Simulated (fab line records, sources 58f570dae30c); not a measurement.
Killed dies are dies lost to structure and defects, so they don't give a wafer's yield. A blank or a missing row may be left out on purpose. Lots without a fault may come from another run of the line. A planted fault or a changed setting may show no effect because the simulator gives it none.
A struck lot beside a sound one | flow berkeley_cmos170 | 16 steps out of a route of 331
Sound: wafers L940.1, L940.2, L940.4. Struck: wafers L954.1, L954.5, L954.6. The cause comes at the end.
At each step with rows: each side's tool, then ch and its chambers, then its first start. Under that, the readings that differ: sound wafers | struck wafers | difference of the means | sigmas: that difference in standard deviations of wafers without a fault.
alike: readings whose means differ by less than 2 such deviations, and words and numbers that are the same on both sides. not compared: withheld readings, readings that some wafer has no value for, bounds like >300 that may hide the same value, and numbers for which the record gives no deviation and whose values overlap.
The two part at a step that has a row with sigmas, a row that says differs or no value, or rows on one side only. Numbers that don't overlap but have no deviation are shown without sigmas and don't part them. A reading that every wafer of one side lacks parts them only if that side has two wafers or more.

UCB170_V2_CMP_02: polishes SiO2.
  sound on cmp-01 ch 1,2,3, day 8 15:29; struck on cmp-01 ch 0,3, day 11 10:26
  alike: motor_current_A, platen_rpm, retaining_ring_pressure_frac
UCB170_V2_BOW_MEAS_03:
  sound on film_metro-02, day 8 15:44; struck on film_metro-01, day 11 10:41
  alike: V2_BOW
UCB170_V2_THK_MEAS_04:
  sound on film_metro-02, day 8 15:52; struck on film_metro-01, day 11 10:49
  alike: V2_POLISHED_THK
then, 7 steps without rows for these wafers: UCB170_V2_CLEAN_05 (cleans in DIW); UCB170_V2_HMDS_06 (prime time 60 s); UCB170_V2_COAT_07 (resist thk 900 nm); UCB170_V2_SOFTBAKE_08 (time 60 s); UCB170_V2_EXPOSE_09 (exposes mask VIA2, target cd 700 nm); UCB170_V2_PEB_10; UCB170_V2_DEVELOP_11 (develop time 45 s).
UCB170_V2_CD_MEAS_12: target cd 700 nm.
  sound on cd_sem-01, day 8 17:08; struck on cd_sem-02, day 11 12:03
  alike: cd_nm
UCB170_V2_OVL_MEAS_13:
  sound on overlay-02, day 8 17:15; struck on overlay-01, day 11 12:10
  alike: V2_OVL
UCB170_V2_ETCH_14: etches SiO2 in CHF3/CF4/Ar, stops on Al, target depth 1250 nm, time 291 s.
  sound on rie_diel-04 ch 0,2,3, day 8 17:17; struck on rie_diel-04 ch 1,2,3, day 11 12:12
  reading                             | sound             | struck                  | difference | sigmas
  oes_product_au (a.u.)               | 0.881 0.860 0.868 | 0.825 0.839 0.814       | -0.044     | -4
  over_etch_frac                      | 0.25 0.25 0.25    | 0.40013 0.40013 0.40013 | +0.15013   |
  model.KrF_of_V2_COAT_07.thk_nm (nm) | 612.2 610.1 605.9 | 576.9 584.2 578         | -29.7      |
  alike: drypump_motor_current_A, throttle_valve_pct
  not compared: rf_hours_counter_h
UCB170_V2_STRIP_15: strips in O2.
  sound on plasma_asher-04 ch 0,1, day 8 17:28; struck on plasma_asher-03 ch 0,1, day 11 12:23
  reading                      | sound             | struck            | difference | sigmas
  strip_time_to_endpoint_s (s) | 15.34 15.31 15.22 | 14.52 14.69 14.57 | -0.70      | -7
  alike: drypump_motor_current_A, oes_product_au
  not compared: rf_hours_counter_h
UCB170_V2_CD_MEAS_90: target cd 700 nm.
  sound on cd_sem-02, day 8 17:34; struck on cd_sem-02, day 11 12:29
  alike: cd_nm
UCB170_M3_PROBE_99:
  the record has rows for the sound wafers here (prober-02, day 8 22:08) and none for the struck ones

WHERE THEY PART
First at UCB170_V2_ETCH_14; last, within this record, at UCB170_M3_PROBE_99.

WHY: what the simulator had put in
Process parameter drift: rie_diel-04, from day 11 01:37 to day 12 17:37, at UCB170_V2_ETCH_14. Setting over_etch_frac, moved by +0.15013, from 0.25. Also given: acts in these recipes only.
